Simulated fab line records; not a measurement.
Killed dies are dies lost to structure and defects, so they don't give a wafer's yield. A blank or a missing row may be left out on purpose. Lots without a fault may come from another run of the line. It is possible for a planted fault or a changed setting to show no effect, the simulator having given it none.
Split-lot study	flow rit-cmos	on a route of 202 steps: 5 lots, 23 wafers read

== THE SPLIT ==
At RIT_NLDD_COAT_01 (resist thk 1000 nm), the setting spin-rpm was moved away from the recipe's 3250 rpm on 10 of the 23 wafers read, by -6.6% to +6.9%. This setting was run at the recipe's value on the other wafers.

== FROM THE SPLIT TO THE READING: what the file shows between them, 3 steps ==
- RIT_NLDD_SOFTBAKE_02: time 60 s
- RIT_NLDD_EXPOSE_03: exposes mask M7, target cd 40700 nm
- RIT_NLDD_DEVELOP_05: develop time 50 s

== THE READING ==
NOVOLAK_of_NLDD_COAT_01.thk-nm (the simulator's own value, which no gauge read), in nm, at RIT_NLDD_HARDBAKE_07 (time 60 s). The file gives no usual value for it. Here, 13 wafers ran the recipe; their average is 881.7 nm with a standard deviation of 1.7 nm.

wafer	tool, chamber at the split	spin-rpm as run, rpm	against the recipe	NOVOLAK_of_NLDD_COAT_01.thk-nm, nm	against lot-mates on the recipe
L074.3	litho-track-04, 0	3250	recipe	883.7	-
L074.4	litho-track-04, 0	3250	recipe	881.7	-
L074.6	litho-track-04, 0	3250	recipe	883.1	-
L075.1	litho-track-04, 0	3250	recipe	880.7	-
L075.3	litho-track-04, 0	3473	+6.9%	853.5	-26.6
L075.6	litho-track-04, 0	3473	+6.9%	853.5	-26.6
L075.4	litho-track-04, 0	3250	recipe	879.3	-
L075.5	litho-track-04, 0	3250	recipe	880.4	-
L077.1	litho-track-03, 0	3119	-4.0%	901.8	+18.9
L077.2	litho-track-03, 0	3250	recipe	884.6	-
L077.3	litho-track-03, 0	3250	recipe	881.2	-
L077.4	litho-track-03, 0	3119	-4.0%	900.1	+17.2
L077.6	litho-track-03, 0	3119	-4.0%	899.9	+17.0
L082.1	litho-track-03, 0	3037	-6.6%	911.2	+31.1
L082.2	litho-track-03, 0	3250	recipe	879.7	-
L082.3	litho-track-03, 0	3037	-6.6%	912.2	+32.1
L082.5	litho-track-03, 0	3250	recipe	879.8	-
L082.6	litho-track-03, 0	3250	recipe	880.9	-
L085.1	litho-track-01, 0	3250	recipe	883.4	-
L085.2	litho-track-01, 0	3250	recipe	883.4	-
L085.3	litho-track-01, 0	3324	+2.3%	872.6	-10.8
L085.4	litho-track-01, 0	3324	+2.3%	872.4	-11.0
L085.5	litho-track-01, 0	3324	+2.3%	871.7	-11.7

THE FIT
A straight line over all 23 wafers: NOVOLAK_of_NLDD_COAT_01.thk-nm changes by -4.38 nm for each +1% of spin-rpm; r = -0.99; the points scatter about the line by 1.5 nm.
The same after taking each lot's own level away (the mean of its wafers on the recipe; 23 wafers): -4.37 nm for each +1%; r = -0.99; scatter 1.6 nm.
On that fit, the largest move of spin-rpm shifts the reading by 30 nm.
Measured against the standard deviation above, the lots' own levels, which go from 880.13 to 883.40 nm, span 1.9 times it.
The two slopes are in agreement: the lot-to-lot level therefore moves the slope only a little.
Check: with one of the wafers moved furthest among these (+6.9%) left out of the fit, the line predicts -30.6 nm for it against its lot-mates. Against them it came out at -26.6 nm.

== ADDITIONAL SPLITS CARRIED BY THESE WAFERS ==
Other splits were also applied to these wafers ahead of the reading. Each is held against what the fit with the lots' levels taken away leaves over:
other split on the same wafers	wafers away from the commonest value	r with NOVOLAK_of_NLDD_COAT_01.thk-nm (lot level and that fit taken away)
RIT_ACTIVE_CVD_03 sih2cl2-flow-sccm	15	-0.17
RIT_ACTIVE_EXPOSE_08 dose-mj	5	+0.35
RIT_ACTIVE_STRIP_14 pressure-mtorr	15	+0.36
RIT_NWELL_SOFTBAKE_02 temp-c	10	+0.25
RIT_NWELL_IMPLANT_08 energy-kev	8	-0.48
RIT_PRETRO_COAT_01 resist-thk-nm	7	+0.08
RIT_PRETRO_HARDBAKE_07 temp-c	4	-0.35
RIT_GATE_CVD_08 pressure-mtorr	18	+0.07
RIT_GATE_ETCH_19 over-etch-frac	10	+0.35

== THE WHOLE CHAIN: every reading that the file lists as answering this split, in the file's order ==
step	what it does	reading	change (the file's fit)	r (the file's)
RIT_NLDD_COAT_01	resist thk 1000 nm	NOVOLAK_of_NLDD_COAT_01.thk-nm (the simulator's own value, which no gauge read)	-4.99 nm for each +1% of the setting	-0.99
RIT_NLDD_HARDBAKE_07	time 60 s	NOVOLAK_of_NLDD_COAT_01.thk-nm (the simulator's own value, which no gauge read)	-4.36 nm for each +1% of the setting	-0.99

== FILE'S OWN FIT ==
NOVOLAK_of_NLDD_COAT_01.thk-nm changes by -4.36 nm for each +1% of spin-rpm, r = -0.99.
